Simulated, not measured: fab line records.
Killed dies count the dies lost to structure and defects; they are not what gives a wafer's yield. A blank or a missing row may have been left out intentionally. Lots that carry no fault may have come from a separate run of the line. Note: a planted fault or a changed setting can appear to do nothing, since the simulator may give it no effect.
Which of the tools did it? | flow ritCmos | 7 lots, 21 wafers sampled, at 2 steps of a route of 202

## WHAT EACH GAUGE READ, for each wafer
RIT_PSD_TW_MEAS_10.
lot  | measured    | on           | PSD_TW
L581 | day 3 07:34 | filmMetro-04 | 3447 3457 3443
L587 | day 4 14:10 | filmMetro-02 | 3395 3374 3406
L594 | day 6 01:46 | filmMetro-04 | 3471 3469 3479
L596 | day 6 09:43 | filmMetro-02 | 3392 3415 3396
L598 | day 6 21:34 | filmMetro-03 | 3445 3453 3446
L600 | day 7 10:37 | filmMetro-03 | 3429 3446 3419
L602 | day 7 17:32 | filmMetro-02 | 3403 3421 3420

## EACH LOT AND THE TOOL THAT RAN IT (in order: tool; ch and the chambers of the sampled wafers; start)
lot  | RIT_PSD_IMPLANT_08
L581 | implanter-04 ch 0, day 3 07:14
L587 | implanter-04 ch 0, day 4 13:52
L594 | implanter-03 ch 0, day 6 01:28
L596 | implanter-03 ch 0, day 6 09:26
L598 | implanter-01 ch 0, day 6 21:15
L600 | implanter-04 ch 0, day 7 10:16
L602 | implanter-03 ch 0, day 7 17:14
- RIT_PSD_IMPLANT_08

## THE ANSWER, worked out from the rows above alone
Rule: what is usual is taken from the lots themselves. Put in order of their means at a reading, lots are off if they are a third of the lots or fewer, leave a main group of 4 or more, and stand apart from it by a gap of 3 or more times the standard deviation of the main group's means; of several such gaps the widest counts. Not used: any main group whose means are identical at the precision the tables above print for the reading. Also off: a lot with no number at a reading for which 4 or more lots have one. All remaining lots with rows at the step are treated as sound.
None of the lots is off at any reading shown; this tells nothing.

## WHAT THE SIMULATOR PUT IN
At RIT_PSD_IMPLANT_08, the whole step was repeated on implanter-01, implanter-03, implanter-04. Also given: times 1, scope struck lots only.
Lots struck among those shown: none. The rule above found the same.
